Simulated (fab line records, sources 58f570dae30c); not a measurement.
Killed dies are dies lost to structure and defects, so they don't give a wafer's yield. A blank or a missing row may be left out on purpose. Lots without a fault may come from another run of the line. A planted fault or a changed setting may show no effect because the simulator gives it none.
fab line records | flow berkeley_cmos170
record lots=14 wafers=42 last_day=11
route steps=331 shown PLDD@153
lots that met no fault: from a run of the same line without faults
start_h: hours from the record's first day to the start of the lot's first wafer shown | wait_h: hours since the lot's step before | " the same as in the row above | L1.1+2: a row that stands for several wafers | - no value, or no start given | * or withheld: withheld | < > ~ a bound
route shown NAME@n: a module of which the file shows steps, and the number in the route of the first | usual: mean/standard deviation of fault-free wafers | same: alike in all rows | chamber/n: place in a boat | sites: the reading at each site | _std_site: their standard deviation | _edge_site: outer sites' mean less inner sites' | radius_mm: how far each site lies from the wafer's centre | mask NAME#n: copy n | behind: the tool/chamber that last shaped the wafer | hold: why the lot was held/for how many hours/how that ended | device: the transistor (n, p or np) that didn't switch | end of line: the same wafers' tests at the end of the route | a step without rows: its recipe alone | killed: dies lost to structure and defects at the first sort, not the wafer's yield | map: a wafer's dies, x killed, . not, _ none there
set.NAME: the setting as run; set.NAME@STEP: as run at that earlier step | model.NAME: the simulator's own value behind a step, which no gauge read
steps of the route over a sample of lots; a table a step, a row a wafer
services: from which hour (start_h, from the record's first day; less than 0 if before it) a tool's chamber was out of use, for how many hours, and why
## steps
# step UCB170_PLDD_IMPLANT_08
# recipe species=BF2 dose_cm2=5e+13 energy_kev=10 tilt_deg=7 rotation_deg=0
# usual beam_on_s=10.01/0.21 dose_ions_cm2=5e+13/6.3e+10 faraday_current_uA=158/3.2
# same implant_ion_amu=49
# columns lot.wafer tool chamber start_h wait_h beam_on_s dose_ions_cm2 faraday_current_uA
L565.3 implanter-03 0 124.39 0.1 9.99 4.999e+13 158
L565.4 " 0 " " 9.97 4.993e+13 159
L565.6 " 0 " " 10.05 4.996e+13 158
L568.1 implanter-04 0 124.61 0.0 10.35 4.997e+13 153
L568.4 " 0 " " 10.12 4.997e+13 157
L568.6 " 0 " " 10.30 4.998e+13 154
L570.2 implanter-04 0 140.34 0.0 9.90 4.997e+13 161
L570.3 " 0 " " 10.12 4.997e+13 156
L570.4 " 0 " " 10.02 4.999e+13 159
L571.2 implanter-01 0 140.58 0.0 9.94 4.996e+13 161
L571.4 " 0 " " 9.99 5.002e+13 159
L571.5 " 0 " " 9.91 5.004e+13 160
L573.3 implanter-03 0 153.51 0.1 10.01 4.999e+13 158
L573.4 " 0 " " 10.01 5.014e+13 158
L573.5 " 0 " " 10.01 5.005e+13 159
L572.3 implanter-04 0 153.75 0.1 9.83 5.01e+13 161
L572.4 " 0 " " 9.82 5.01e+13 161
L572.5 " 0 " " 9.97 5.007e+13 159
L575.2 implanter-03 0 162.74 0.0 9.91 5e+13 160
L575.3 " 0 " " 10.15 5.004e+13 156
L575.4 " 0 " " 10.03 4.993e+13 158
L574.3 implanter-04 0 163.27 0.1 9.96 4.995e+13 159
L574.5 " 0 " " 9.76 4.993e+13 162
L574.6 " 0 " " 9.99 5.005e+13 159
L579.1 implanter-03 0 184.73 0.0 42.84 2.4996e+14 186
L579.4 " 0 " " 43.18 2.4993e+14 183
L579.6 " 0 " " 41.00 2.5001e+14 193
L578.3 implanter-04 0 185.02 0.1 9.66 4.999e+13 164
L578.4 " 0 " " 9.98 5.002e+13 160
L578.6 " 0 " " 9.66 5.009e+13 164
L580.1 implanter-03 0 195.15 0.0 41.39 2.5005e+14 192
L580.3 " 0 " " 43.35 2.4998e+14 183
L580.6 " 0 " " 43.19 2.5005e+14 183
L583.2 implanter-04 0 206.70 0.0 10.03 4.993e+13 158
L583.5 " 0 " " 9.98 4.999e+13 159
L583.6 " 0 " " 9.99 4.993e+13 159
L586.1 implanter-04 0 229.16 0.0 10.11 4.995e+13 156
L586.2 " 0 " " 10.12 4.999e+13 156
L586.4 " 0 " " 9.85 5.004e+13 161
L588.2 implanter-04 0 237.33 0.0 10.25 4.991e+13 154
L588.4 " 0 " " 10.26 5.007e+13 156
L588.6 " 0 " " 10.11 4.997e+13 157
# step UCB170_PLDD_TW_MEAS_11
# usual PLDD_TW=1011/8.8
# columns lot.wafer tool chamber start_h wait_h hold PLDD_TW
L565.3 film_metro-03 - 124.76 0.1 - 1006
L565.4 " - " " - 1005
L565.6 " - " " - 1004
L568.1 film_metro-03 - 125.01 0.1 - 1006
L568.4 " - " " - 1008
L568.6 " - " " - 1007
L570.2 film_metro-03 - 140.73 0.1 - 1008
L570.3 " - " " - 1004
L570.4 " - " " - 1005
L571.2 film_metro-02 - 140.97 0.1 - 1027
L571.4 " - " " - 1022
L571.5 " - " " - 1024
L573.3 film_metro-02 - 153.88 0.1 - 1014
L573.4 " - " " - 1016
L573.5 " - " " - 1021
L572.3 film_metro-02 - 154.12 0.1 - 1022
L572.4 " - " " - 1021
L572.5 " - " " - 1023
L575.2 film_metro-02 - 163.12 0.1 - 1021
L575.3 " - " " - 1023
L575.4 " - " " - 1027
L574.3 film_metro-03 - 163.64 0.1 - 1009
L574.5 " - " " - 1010
L574.6 " - " " - 1007
L579.1 film_metro-02 - 185.13 0.1 await_dispo/0.2h/release 1427
L579.4 " - " " await_dispo/0.2h/release 1434
L579.6 " - " " await_dispo/0.2h/release 1424
L579.1 film_metro-02 - 185.36 0.2 - 1428
L579.4 " - " " - 1430
L579.6 " - " " - 1429
L578.3 film_metro-03 - 185.39 0.1 - 1008
L578.4 " - " " - 1005
L578.6 " - " " - 1006
L580.1 film_metro-01 - 195.55 0.1 await_dispo/0.2h/release 1405
L580.3 " - " " await_dispo/0.2h/release 1413
L580.6 " - " " await_dispo/0.2h/release 1413
L580.1 film_metro-01 - 195.78 0.2 - 1408
L580.3 " - " " - 1400
L580.6 " - " " - 1399
L583.2 film_metro-01 - 207.09 0.1 - 1005
L583.5 " - " " - 998
L583.6 " - " " - 1001
L586.1 film_metro-03 - 229.56 0.1 - 1008
L586.2 " - " " - 1001
L586.4 " - " " - 1005
L588.2 film_metro-02 - 237.71 0.1 - 1020
L588.4 " - " " - 1015
L588.6 " - " " - 1023
## services
# columns tool chamber start_h hours kind
implanter-01 - 106.39 3.5 repair
implanter-01 - 159.33 14.6 pm
implanter-03 - 195.53 2.9 pm
implanter-03 - 224.18 5.5 repair
## key
first_sign step=UCB170_PLDD_IMPLANT_08 reading=dose_ions_cm2 direction=up sigmas=99+ usual=5e+13 struck=2.5e+14
effect step=UCB170_PLDD_IMPLANT_08 reading=beam_on_s direction=up sigmas=99+ usual=10.01 struck=42.49
effect step=UCB170_PLDD_TW_MEAS_11 reading=visit direction=added
effect step=UCB170_PLDD_TW_MEAS_11 reading=PLDD_TW direction=up sigmas=46 usual=1011 struck=1419
met_at UCB170_PLDD_IMPLANT_08
struck_lots L579,L580
scrapped_behind UCB170_PLDD_TW_MEAS_11 L579.1,L579.4,L579.6,L580.1,L580.3,L580.6
onset_between 162.74 184.73
fault kind=process_parameter_drift tool=implanter-03 chamber=- onset_h=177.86 steps=UCB170_PLDD_IMPLANT_08 channel=dose_cm2 offset=2e+14 shape=step end_h=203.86 acts_in=these_recipes_only stated=5e+13
